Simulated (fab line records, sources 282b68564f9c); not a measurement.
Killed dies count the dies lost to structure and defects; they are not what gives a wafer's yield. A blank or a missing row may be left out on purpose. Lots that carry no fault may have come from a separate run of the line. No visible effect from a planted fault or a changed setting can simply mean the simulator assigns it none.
Which of the tools did it? ; flow rit cmos ; 14 lots, 42 wafers sampled, at 3 steps of a route of 202

## WHAT THE GAUGES SHOWED, per wafer
RIT_PWELL_TW_MEAS_10. Usual: PWELL_TW gives 944 (standard deviation 12).
lot;measured;on;PWELL_TW;flag
L819;day 2 07:40;film metro-02;962 964 964;
L820;day 2 09:02;film metro-04;930 932 934;
L821;day 2 11:17;film metro-03;956 959 949;
L822;day 2 15:19;film metro-04;926 933 930;
L823;day 2 20:00;film metro-03;953 956 955;
L824;day 3 01:00;film metro-04;937 943 939;
L825;day 3 05:16;film metro-03;965 962 959;
L826;day 3 09:17;film metro-03;962 960 962;
L827;day 3 15:16;film metro-04;1167 1170 1173;OFF
L828;day 3 19:29;film metro-04;934 929 929;
L831;day 4 10:36;film metro-03;962 958 961;
L832;day 4 15:42;film metro-04;1158 1166 1165;OFF
L835;day 5 06:47;film metro-03;1182 1181 1192;OFF
L838;day 5 21:40;film metro-04;937 934 938;

RIT_WELLDRIVE_RS_MEAS_02: a four-point-probe measurement. Usual: PWELL_RS gives 429.2 ohm/sq (standard deviation 1.7).
lot;measured;on;PWELL_RS (ohm/sq);flag
L819;day 2 12:56;film metro-04;430.6 431.0 432.9;
L820;day 2 14:56;film metro-04;431.4 429.9 431.3;
L821;day 2 18:01;film metro-02;428.7 429.1 428.6;
L822;day 2 20:35;film metro-04;431.4 430.9 430.2;
L823;day 3 01:31;film metro-02;431.7 430.4 429.7;
L824;day 3 06:52;film metro-02;426.9 427.4 427.4;
L825;day 3 11:55;film metro-03;427.0 427.7 426.7;
L826;day 3 14:33;film metro-04;429.2 430.7 431.6;
L827;day 3 20:33;film metro-03;278.3 278.4 278.7;OFF
L828;day 4 01:17;film metro-03;431.5 431.3 430.6;
L831;day 4 16:56;film metro-03;430.5 427.9 427.8;
L832;day 4 20:58;film metro-02;279.9 279.8 279.0;OFF
L835;day 5 12:04;film metro-03;281.1 280.4 280.1;OFF
L838;day 6 03:06;film metro-02;427.6 427.1 427.6;

## TOOL THAT RAN EACH LOT (tool first, then ch and the chambers of the sampled wafers, then the start)
lot;RIT_PWELL_IMPLANT_08
L819;implanter-04 ch 0, day 2 07:21
L820;implanter-02 ch 0, day 2 08:43
L821;implanter-04 ch 0, day 2 10:59
L822;implanter-04 ch 0, day 2 14:59
L823;implanter-01 ch 0, day 2 19:43
L824;implanter-02 ch 0, day 3 00:43
L825;implanter-02 ch 0, day 3 04:58
L826;implanter-04 ch 0, day 3 08:58
L827;implanter-01 ch 0, day 3 14:40
L828;implanter-02 ch 0, day 3 19:10
L831;implanter-01 ch 0, day 4 10:16
L832;implanter-04 ch 0, day 4 15:04
L835;implanter-02 ch 0, day 5 06:10
L838;implanter-04 ch 0, day 5 21:20
- RIT_PWELL_IMPLANT_08

## WHAT THE TOOLS THEMSELVES READ (means of the sampled wafers that have a number; where no wafer has one, the mark that the record gives instead)
The record holds no such reading with a usual standard deviation.

## THE ANSWER, worked out from the rows above alone
Rule: a lot is off if the mean of its wafers that have a number lies more than 3 standard deviations from the usual mean. Also off: a lot with no number at a reading for which 4 or more lots have one. Where the step has rows for the other lots, those lots are counted as sound. First the gauges in route order, then the tools' own readings, where a lot's mean is used as printed above. The first step at which some lot is off is used, and at that step the reading that is off furthest; a lot without a number counts as furthest.
Off: L827, L832, L835, seen at RIT_PWELL_TW_MEAS_10 (PWELL_TW).
A tool fits if, at a process step before that reading, it ran every lot that is off, and no sound lot after the first of them. Those tools and the gauges at RIT_PWELL_TW_MEAS_10 are tried in the same way. Not one of the candidates tried fits.

## WHAT THE SIMULATOR HAD PUT IN
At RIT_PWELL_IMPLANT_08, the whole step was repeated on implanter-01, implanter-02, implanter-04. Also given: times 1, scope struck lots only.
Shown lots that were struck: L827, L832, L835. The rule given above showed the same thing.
